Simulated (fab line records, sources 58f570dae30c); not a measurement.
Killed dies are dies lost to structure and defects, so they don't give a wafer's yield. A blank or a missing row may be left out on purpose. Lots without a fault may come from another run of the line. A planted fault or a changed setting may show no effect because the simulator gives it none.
A struck lot beside a sound one | flow berkeley_cmos170 | 16 steps out of a route of 331
Sound: wafers L262.3, L262.4, L262.6. Struck: wafers L256.1, L256.5, L256.6. The cause comes at the end.
At each step with rows: each side's tool, then ch and its chambers, then its first start. Under that, the readings that differ: sound wafers | struck wafers | difference of the means | sigmas: that difference in standard deviations of wafers without a fault.
alike: readings whose means differ by less than 2 such deviations, and words and numbers that are the same on both sides. not compared: withheld readings, readings that some wafer has no value for, bounds like >300 that may hide the same value, and numbers for which the record gives no deviation and whose values overlap.
The two part at a step that has a row with sigmas, a row that says differs or no value, or rows on one side only. Numbers that don't overlap but have no deviation are shown without sigmas and don't part them. A reading that every wafer of one side lacks parts them only if that side has two wafers or more.

first, 1 step without rows for these wafers: UCB170_PFIELD_IMPLANT_07.
UCB170_PFIELD_STRIP_08: strips in O2.
  sound on plasma_asher-02 ch 0,1, day 6 22:31; struck on plasma_asher-02 ch 0,1, day 5 14:05
  alike: drypump_motor_current_A, oes_product_au, strip_time_to_endpoint_s
  not compared: rf_hours_counter_h
UCB170_PFIELD_TW_MEAS_09:
  sound on film_metro-04, day 6 22:36; struck on film_metro-01, day 5 14:11
  alike: PFIELD_TW
then, 2 steps without rows for these wafers: UCB170_FIELD_CLEAN_00 (cleans in dHF, time 7.5 s); UCB170_FIELD_OXIDATION_01 (target thk 558.3 nm, ox time 7200 s).
UCB170_FIELD_THK_MEAS_02:
  sound on film_metro-04, day 7 04:45; struck on film_metro-02, day 5 21:10
  alike: FIELD_OXIDE_THK
then, 4 steps without rows for these wafers: UCB170_FIELD_ANNEAL_03 (time 1200 s); UCB170_FIELD_WET_ETCH_04 (etches SiO2 in dHF, time 60 s); UCB170_FIELD_WET_ETCH_05 (etches Si3N4 in H3PO4, time 12600 s); UCB170_FIELD_WET_ETCH_06 (etches SiO2 in BOE, time 22 s).
UCB170_FIELD_THK_MEAS_90:
  sound on film_metro-03, day 7 12:16; struck on film_metro-02, day 6 05:52
  alike: FIELD_OXIDE_LEFT_1_THK
then, 1 step without rows for these wafers: UCB170_SACOX_CLEAN_00 (cleans in dHF, time 7.5 s).
UCB170_SACOX_OXIDATION_01: target thk 14.4 nm, ox time 2400 s.
  sound on furnace-04 ch 0, day 7 14:40; struck on furnace-01 ch 0, day 6 12:45
  reading               | sound             | struck            | difference | sigmas
  spike_tc_source_C (C) | 926.3 925.3 927.9 | 920.7 921.4 919.5 | -6.0       | -2
  alike: zone_power_load_pct
UCB170_SACOX_THK_MEAS_02:
  sound on film_metro-01, day 7 16:21; struck on film_metro-01, day 6 14:25
  reading              | sound             | struck            | difference | sigmas
  SACOX_OXIDE_THK (nm) | 14.59 14.52 14.26 | 23.40 23.33 22.89 | +8.75      | +40
then, 2 steps without rows for these wafers: UCB170_SCREENOX_WET_ETCH_00 (etches SiO2 in dHF, time 200 s); UCB170_M3_PROBE_99.

WHERE THEY PART
First at UCB170_SACOX_OXIDATION_01; last, within this record, at UCB170_SACOX_THK_MEAS_02.

WHY: what the simulator had put in
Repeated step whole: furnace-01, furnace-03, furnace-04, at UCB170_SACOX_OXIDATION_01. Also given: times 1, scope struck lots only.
